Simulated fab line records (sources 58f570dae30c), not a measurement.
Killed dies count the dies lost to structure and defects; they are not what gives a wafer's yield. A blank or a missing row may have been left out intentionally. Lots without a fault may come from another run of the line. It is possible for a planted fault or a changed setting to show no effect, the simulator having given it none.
The tool behind it: which one? | flow berkeley-cmos170 | 21 wafers from 7 lots sampled at 2 of the route's 331 steps

== WHAT EACH GAUGE READ, for each wafer ==
UCB170_PVT_TW_MEAS_09.
lot  | measured    | on            | PVT_TW
L377 | day 5 16:24 | film-metro-02 | 509.9 510.1 508.9
L380 | day 6 11:28 | film-metro-01 | 509.5 510.2 511.5
L382 | day 6 22:30 | film-metro-04 | 504.9 506.7 508.5
L383 | day 7 11:11 | film-metro-04 | 506.2 504.7 505.4
L385 | day 7 10:46 | film-metro-01 | 511.7 510.4 510.7
L387 | day 8 05:45 | film-metro-02 | 666.4 664.5 668.0
L389 | day 8 05:28 | film-metro-04 | 670.4 663.5 665.1

== WHICH TOOL RAN EACH LOT (tool, then ch and the chambers of the sampled wafers, then the start) ==
lot  | UCB170_PVT_IMPLANT_07
L377 | implanter-01 ch 0, day 5 16:10
L380 | implanter-03 ch 0, day 6 11:13
L382 | implanter-02 ch 0, day 6 22:15
L383 | implanter-02 ch 0, day 7 10:57
L385 | implanter-01 ch 0, day 7 10:31
L387 | implanter-03 ch 0, day 8 05:30
L389 | implanter-03 ch 0, day 8 05:13
- UCB170_PVT_IMPLANT_07

== THE ANSWER, worked out from the rows above alone ==
Rule: the usual values come from the lots themselves. The widest of any qualifying gaps counts: lots, ordered by their means at a reading, are off when they make up no more than a third of the lots, leave a main group of 4 or more, and stand apart from it by 3 or more times the standard deviation of that group's means. A main group whose means are all the same, to the digits that the tables above print for the reading, isn't used. A lot without any number at a reading at which 4 lots or more have one is off too. All remaining lots with rows at the step are treated as sound.
Off: at UCB170_PVT_TW_MEAS_09 (PVT_TW), L387, L389. The main group has a mean of 508.6 with a standard deviation of 2.2.
A tool fits if, at a process step before that reading, it ran every lot that is off, and no sound lot after the first of them. The gauges at UCB170_PVT_TW_MEAS_09 are tried like those tools. One fits: UCB170_PVT_IMPLANT_07 on implanter-03. A fault onset in the window from L380 (day 6 11:13, its last sound lot) to L389 (day 8 05:13, its first lot off) fits.

== WHAT HAD BEEN PUT IN BY THE SIMULATOR ==
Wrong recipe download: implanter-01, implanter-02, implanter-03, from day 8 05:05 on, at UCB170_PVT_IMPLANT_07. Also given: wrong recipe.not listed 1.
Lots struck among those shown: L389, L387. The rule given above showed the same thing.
